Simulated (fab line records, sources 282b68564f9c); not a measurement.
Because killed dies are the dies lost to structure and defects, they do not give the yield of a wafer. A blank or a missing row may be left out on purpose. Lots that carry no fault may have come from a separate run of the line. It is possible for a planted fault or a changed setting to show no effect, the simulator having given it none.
The same fault as seen by 2 desks || flow rit cmos || numbers are kept per desk, each desk with only its own; the story behind them comes last

## METROLOGY DESK
Means of the sampled wafers that have a number, per lot and without regard to the tool the lot ran on: this is what the gauges read. Marked OUT: a lot whose mean sits more than 4 standard deviations from the usual mean, which makes it out of limits; the brackets give that distance.
Columns: A = ACTIVE_NITRIDE_THK at RIT_ACTIVE_THK_MEAS_04, usual 151.3 nm; B = FOX1_OXIDE_THK at RIT_FOX1_THK_MEAS_01, usual 351 nm; C = GATE_OXIDE_THK at RIT_GATE_THK_MEAS_07, usual 3.02 nm
{"lot": "L585", "first seen here": "day 1 13:32", "A": 152.0, "B": 355, "C": 3.02}
{"lot": "L587", "first seen here": "day 1 23:32", "A": 152.6, "B": 362, "C": 2.99}
{"lot": "L588", "first seen here": "day 2 04:32", "A": 150.9, "B": 359, "C": 3.05}
{"lot": "L589", "first seen here": "day 2 10:05", "A": 150.9, "B": 349, "C": 2.98}
{"lot": "L590", "first seen here": "day 2 15:57", "A": 149.5, "B": 350, "C": 2.94}
{"lot": "L591", "first seen here": "day 2 22:32", "A": 152.4, "B": 352, "C": 2.98}
{"lot": "L592", "first seen here": "day 3 01:51", "A": 149.2, "B": 354, "C": 3.07}
{"lot": "L593", "first seen here": "day 3 05:32", "A": 152.0, "B": 343, "C": 3.05}
{"lot": "L594", "first seen here": "day 3 12:49", "A": 150.6, "B": 339, "C": 3.02}
{"lot": "L595", "first seen here": "day 3 16:25", "A": 151.2, "B": 348, "C": 2.98}
{"lot": "L597", "first seen here": "day 4 02:26", "A": 151.2, "B": 357, "C": 2.94}
{"lot": "L602", "first seen here": "day 5 02:32", "A": 151.1, "B": 346, "C": 3.03}
{"lot": "L604", "first seen here": "day 5 14:23", "A": "102.5 (-33) OUT", "B": 357, "C": 3.04}
{"lot": "L605", "first seen here": "day 5 17:51", "A": "104.3 (-31) OUT", "B": 344, "C": 2.98}
{"lot": "L607", "first seen here": "day 6 03:45", "A": "106.2 (-30) OUT", "B": 339, "C": 3.17}
Finding of this desk: L604, L605, L607 out of limits, first seen on L604 at day 5 14:23 (ACTIVE_NITRIDE_THK at RIT_ACTIVE_THK_MEAS_04). In limits: L585, L587, L588, L589, L590, L591, L592, L593, L594, L595, L597, L602.

## THE TOOL OWNER'S DESK: lpcvd-01
The tool's own readings at RIT_ACTIVE_CVD_03 (deposits Si3N4 from SiH2Cl2/NH3, target thk 150 nm, time 1500 s): means of the sampled wafers that have a number, for each lot that ran on this tool. Marked OUT: a lot whose mean sits more than 4 standard deviations from the usual mean, which makes it out of limits; the brackets give that distance.
Columns: A = zone power load pct at RIT_ACTIVE_CVD_03, usual 19.1 %
{"lot": "L585", "first seen here": "day 1 12:07", "A": 18.1}
{"lot": "L587", "first seen here": "day 1 22:07", "A": 21.4}
{"lot": "L588", "first seen here": "day 2 03:07", "A": 18.0}
{"lot": "L589", "first seen here": "day 2 08:40", "A": 18.3}
{"lot": "L591", "first seen here": "day 2 21:07", "A": 21.4}
{"lot": "L594", "first seen here": "day 3 10:40", "A": 18.2}
{"lot": "L595", "first seen here": "day 3 14:17", "A": 21.6}
{"lot": "L597", "first seen here": "day 4 01:00", "A": 21.6}
{"lot": "L602", "first seen here": "day 5 01:07", "A": 18.3}
{"lot": "L604", "first seen here": "day 5 12:58", "A": 18.4}
{"lot": "L605", "first seen here": "day 5 16:26", "A": 18.4}
{"lot": "L607", "first seen here": "day 6 02:19", "A": 18.4}
This desk found nothing out of limits on any of the 12 lots.

## PUT TOGETHER
The metrology desk could have raised an alarm at day 5 14:23, on L604, L605, L607.
The tool owner's desk saw nothing out of limits.
The tool owner's desk has L604, L605, L607 on record, within its limits.
Every lot named ran RIT_ACTIVE_CVD_03 on lpcvd-01.

## WHAT HAD BEEN PUT IN BY THE SIMULATOR
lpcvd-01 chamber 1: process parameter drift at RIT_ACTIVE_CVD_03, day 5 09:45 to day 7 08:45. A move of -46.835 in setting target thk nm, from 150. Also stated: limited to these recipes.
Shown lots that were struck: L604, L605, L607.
Per desk, hours elapsed from the start of the fault to the first reading out of limits: for the metrology desk, 5.
